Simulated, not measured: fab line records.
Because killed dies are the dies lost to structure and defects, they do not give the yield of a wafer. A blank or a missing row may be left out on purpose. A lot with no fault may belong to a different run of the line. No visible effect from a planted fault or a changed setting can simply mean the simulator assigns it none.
Split-lot study | flow berkeley cmos170 | 5 lots, 23 wafers read, on a route of 331 steps

## ABOUT THE SPLIT
At UCB170_PVT_IMPLANT_07, the setting dose cm2 was moved away from the recipe's 2e+12 on 9 of the 23 wafers read, by -7.0% to -3.0%. The other wafers ran this setting at the recipe's value.

## THE PATH FROM SPLIT TO READING: the file shows 1 step between them
- UCB170_PVT_STRIP_08: strips in O2

## THE READING
PVT_TW, at UCB170_PVT_TW_MEAS_09. Fault-free wafers of this fab line usually give 507.9, standard deviation 3.

wafer  | tool, chamber at the split | dose cm2 as run | against the recipe | PVT_TW | against lot-mates on the recipe
L074.1 | implanter-02, 0            | 1.884e+12       | -5.8%              | 499.8  | -8.2
L074.2 | implanter-02, 0            | 2e+12           | recipe             | 509.9  | -
L074.3 | implanter-02, 0            | 1.884e+12       | -5.8%              | 501.7  | -6.3
L074.5 | implanter-02, 0            | 2e+12           | recipe             | 506.1  | -
L074.6 | implanter-02, 0            | 1.884e+12       | -5.8%              | 502.6  | -5.4
L078.4 | implanter-01, 0            | 2e+12           | recipe             | 512.0  | -
L078.5 | implanter-01, 0            | 2e+12           | recipe             | 512.1  | -
L078.6 | implanter-01, 0            | 2e+12           | recipe             | 507.7  | -
L079.1 | implanter-02, 0            | 2e+12           | recipe             | 507.5  | -
L079.3 | implanter-02, 0            | 2e+12           | recipe             | 505.4  | -
L079.4 | implanter-02, 0            | 2e+12           | recipe             | 510.1  | -
L079.5 | implanter-02, 0            | 2e+12           | recipe             | 503.0  | -
L079.6 | implanter-02, 0            | 2e+12           | recipe             | 505.3  | -
L083.1 | implanter-01, 0            | 1.861e+12       | -7.0%              | 493.2  | -9.2
L083.3 | implanter-01, 0            | 2e+12           | recipe             | 502.2  | -
L083.4 | implanter-01, 0            | 1.861e+12       | -7.0%              | 493.0  | -9.4
L083.5 | implanter-01, 0            | 1.861e+12       | -7.0%              | 492.8  | -9.6
L083.6 | implanter-01, 0            | 2e+12           | recipe             | 502.5  | -
L085.2 | implanter-01, 0            | 1.939e+12       | -3.0%              | 501.6  | -10.0
L085.3 | implanter-01, 0            | 1.939e+12       | -3.0%              | 505.0  | -6.6
L085.4 | implanter-01, 0            | 1.939e+12       | -3.0%              | 505.0  | -6.6
L085.5 | implanter-01, 0            | 2e+12           | recipe             | 511.0  | -
L085.6 | implanter-01, 0            | 2e+12           | recipe             | 512.2  | -

THE FIT
A straight line over all 23 wafers: PVT_TW changes by +1.68 for each +1% of dose cm2; r = +0.82; the points scatter about the line by 3.5.
The same after taking each lot's own level away (the mean of its wafers on the recipe; 23 wafers): +1.33 for each +1%; r = +0.87; scatter 2.2.
That fit puts the effect of the largest move of dose cm2 on the reading at 9.3.
From 502.35 to 511.60: that is the span of the lots' own levels, equal to 3.1 times the standard deviation above.
So the lot-to-lot level changes the slope: the two fits differ.
Check: for one of the wafers moved furthest among these (-7.0%), held out of the fit, the line's prediction against its lot-mates is -9.71. It came out at -9.15 against them.

## OTHER SPLITS ON THESE WAFERS
Note: prior to the reading, these wafers also went through further splits. Each is held against what the fit with the lots' levels taken away leaves over:
other split on the same wafers          | wafers away from the commonest value | r with PVT_TW (lot level and that fit taken away)
UCB170_ZERO_COAT_01 resist thk nm       | 4                                    | -0.45
UCB170_NWELL_CVD_04 temp c              | 18                                   | +0.18
UCB170_NWELL_ETCH_13 rf w               | 6                                    | -0.39
UCB170_PWELL_CVD_05 pressure mtorr      | 15                                   | +0.12
UCB170_WELLDRIVE_OXIDATION_01 ox time s | 15                                   | +0.13
UCB170_ACTIVE_COAT_08 spin rpm          | 6                                    | +0.11
UCB170_ACTIVE_STRIP_16 power w          | 8                                    | +0.29
UCB170_PFIELD_IMPLANT_07 dose cm2       | 10                                   | +0.04

## THE FILE'S OWN FIT
PVT_TW changes by +1.39 for each +1% of dose cm2, r = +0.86.
